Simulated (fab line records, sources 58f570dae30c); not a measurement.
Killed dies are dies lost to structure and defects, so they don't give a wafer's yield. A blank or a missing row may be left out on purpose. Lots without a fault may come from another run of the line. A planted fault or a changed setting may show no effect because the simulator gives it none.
Split-lot experiment | flow berkeley_cmos170 | 5 lots, 23 wafers read, on a route of 331 steps

THE SPLIT
At UCB170_ACTIVE_COAT_08 (resist thk 900 nm), the setting resist_thk_nm was moved away from the recipe's 900 nm on 5 of the 23 wafers read, by -4.6% to -2.8%. The other wafers ran this setting at the recipe's value.

FROM THE SPLIT TO THE READING: what the file shows between them, 2 steps
- UCB170_ACTIVE_SOFTBAKE_09: time 60 s
- UCB170_ACTIVE_EXPOSE_10: exposes mask ACTIVE, target cd 1200 nm

THE READING
KrF_of_ACTIVE_COAT_08.thk_nm (the simulator's own value, which no gauge read), in nm, at UCB170_ACTIVE_ETCH_15 (etches Si3N4 in CH3F/Ar/O2, stops on SiO2, target depth 242 nm, time 151 s). The file gives no usual value for it. The 18 wafers here that ran the recipe average 725.8 nm, standard deviation 3.8 nm.

wafer  | tool, chamber at the split | resist_thk_nm as run, nm | against the recipe | KrF_of_ACTIVE_COAT_08.thk_nm, nm | against lot-mates on the recipe
L074.1 | litho_track-01, 0          | 900                      | recipe             | 731.8                            | -
L074.2 | litho_track-01, 0          | 874.7                    | -2.8%              | 702.5                            | -27.7
L074.4 | litho_track-01, 0          | 874.7                    | -2.8%              | 701.3                            | -28.9
L074.5 | litho_track-01, 0          | 874.7                    | -2.8%              | 699.7                            | -30.5
L074.6 | litho_track-01, 0          | 900                      | recipe             | 728.6                            | -
L077.2 | litho_track-04, 0          | 900                      | recipe             | 730.4                            | -
L077.3 | litho_track-04, 0          | 900                      | recipe             | 730                              | -
L077.4 | litho_track-04, 0          | 900                      | recipe             | 731.7                            | -
L077.5 | litho_track-04, 0          | 900                      | recipe             | 724.4                            | -
L077.6 | litho_track-04, 0          | 900                      | recipe             | 731.1                            | -
L081.1 | litho_track-02, 0          | 900                      | recipe             | 719.7                            | -
L081.2 | litho_track-02, 0          | 858.8                    | -4.6%              | 683.1                            | -41.0
L081.4 | litho_track-02, 0          | 900                      | recipe             | 725.7                            | -
L081.5 | litho_track-02, 0          | 900                      | recipe             | 726.8                            | -
L081.6 | litho_track-02, 0          | 858.8                    | -4.6%              | 686.7                            | -37.4
L080.1 | litho_track-04, 0          | 900                      | recipe             | 723.2                            | -
L080.2 | litho_track-04, 0          | 900                      | recipe             | 721.2                            | -
L080.3 | litho_track-04, 0          | 900                      | recipe             | 724.4                            | -
L080.5 | litho_track-04, 0          | 900                      | recipe             | 724.9                            | -
L080.6 | litho_track-04, 0          | 900                      | recipe             | 723.3                            | -
L082.2 | litho_track-01, 0          | 900                      | recipe             | 722.2                            | -
L082.4 | litho_track-01, 0          | 900                      | recipe             | 722.8                            | -
L082.5 | litho_track-01, 0          | 900                      | recipe             | 721.9                            | -

THE FIT
A straight line over all 23 wafers: KrF_of_ACTIVE_COAT_08.thk_nm changes by +8.87 nm for each +1% of resist_thk_nm; r = +0.97; the points scatter about the line by 3.6 nm.
The same after taking each lot's own level away (the mean of its wafers on the recipe; 23 wafers): +9.14 nm for each +1%; r = +0.98; scatter 2.5 nm.
On that fit, the largest move of resist_thk_nm shifts the reading by 42 nm.
The lots' own levels span 722.30 to 730.20 nm, that is 2.1 times the standard deviation above.
So the lot-to-lot level changes the slope little: the two slopes agree.
Check: with one of the wafers moved furthest among these (-4.6%) left out of the fit, the line predicts -42.6 nm for it against its lot-mates. It came out at -41 nm against them.

OTHER SPLITS ON THESE WAFERS
These wafers also went through other splits before the reading. Each is held against what the fit with the lots' levels taken away leaves over:
other split on the same wafers     | wafers away from the commonest value | r with KrF_of_ACTIVE_COAT_08.thk_nm (lot level and that fit taken away)
UCB170_ZERO_COAT_01 resist_thk_nm  | 8                                    | -0.10
UCB170_PWELL_CVD_05 pressure_mtorr | 15                                   | -0.28
UCB170_PWELL_DEVELOP_12 dev_temp_c | 6                                    | -0.31
UCB170_ACTIVE_OXIDATION_02 temp_c  | 10                                   | -0.24

THE WHOLE CHAIN: every reading that the file lists as answering this split, in the file's order
step                   | what it does                                                               | reading                                                                       | change (the file's fit)              | r (the file's)
UCB170_ACTIVE_COAT_08  | resist thk 900 nm                                                          | KrF_of_ACTIVE_COAT_08.thk_nm (the simulator's own value, which no gauge read) | +8.86 nm for each +1% of the setting | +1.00
UCB170_ACTIVE_ETCH_15  | etches Si3N4 in CH3F/Ar/O2, stops on SiO2, target depth 242 nm, time 151 s | KrF_of_ACTIVE_COAT_08.thk_nm (the simulator's own value, which no gauge read) | +9.05 nm for each +1% of the setting | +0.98
UCB170_ACTIVE_STRIP_16 | strips in O2                                                               | strip_time_to_endpoint_s                                                      | withheld for each +1% of the setting | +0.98

THE FILE'S OWN FIT
KrF_of_ACTIVE_COAT_08.thk_nm changes by +9.05 nm for each +1% of resist_thk_nm, r = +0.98.
